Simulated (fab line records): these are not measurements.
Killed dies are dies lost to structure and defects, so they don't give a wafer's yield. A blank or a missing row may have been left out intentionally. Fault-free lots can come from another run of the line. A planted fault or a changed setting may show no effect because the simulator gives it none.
Matching of chambers / flow rit-cmos / 4 sister chambers for RIT_ACTIVE_ETCH_13 on rie-diel-02
The step etches Si3N4 in SF6, stops on SiO2, time 210 s, target depth 210 nm. 4 wafers are shown with their chamber, then 7 later ones without.

## WAFERS, EACH WITH ITS CHAMBER
wafer=L344.4; chamber=0; throttle-valve-pct (%)=7.57
wafer=L345.3; chamber=3; throttle-valve-pct (%)=7.65
wafer=L353.1; chamber=1; throttle-valve-pct (%)=7.40
wafer=L353.2; chamber=2; throttle-valve-pct (%)=7.24

## WAFERS WITH NO CHAMBER GIVEN
wafer=L353.3; throttle-valve-pct (%)=7.57
wafer=L354.3; throttle-valve-pct (%)=7.64
wafer=L354.5; throttle-valve-pct (%)=7.64
wafer=L354.6; throttle-valve-pct (%)=7.56
wafer=L355.1; throttle-valve-pct (%)=7.64
wafer=L355.3; throttle-valve-pct (%)=7.24
wafer=L355.5; throttle-valve-pct (%)=7.40

## THE CHAMBER EACH PASSED THROUGH
wafer=L353.3; from the rows above=0; in truth=0
wafer=L354.3; from the rows above=3; in truth=3
wafer=L354.5; from the rows above=3; in truth=3
wafer=L354.6; from the rows above=0; in truth=0
wafer=L355.1; from the rows above=3; in truth=3
wafer=L355.3; from the rows above=2; in truth=2
wafer=L355.5; from the rows above=1; in truth=1
Correctly placed: 7 of 7. Can't be placed from these rows: 0. Wrongly placed: 0.
How it was worked out, from the rows above alone: a wafer's distance from a chamber is the root of the sum, over the readings, of the square of ((its reading less the chamber's mean) divided by the reading's scatter). If the next closest chamber is less than 2 further off than the closest, the wafer can't be placed; otherwise it belongs to the closest. A chamber's mean is the mean of its shown wafers. The scatter (one wafer shown for each chamber): square how far every hidden wafer sits from the nearest shown wafer, average those squares and take the square root.
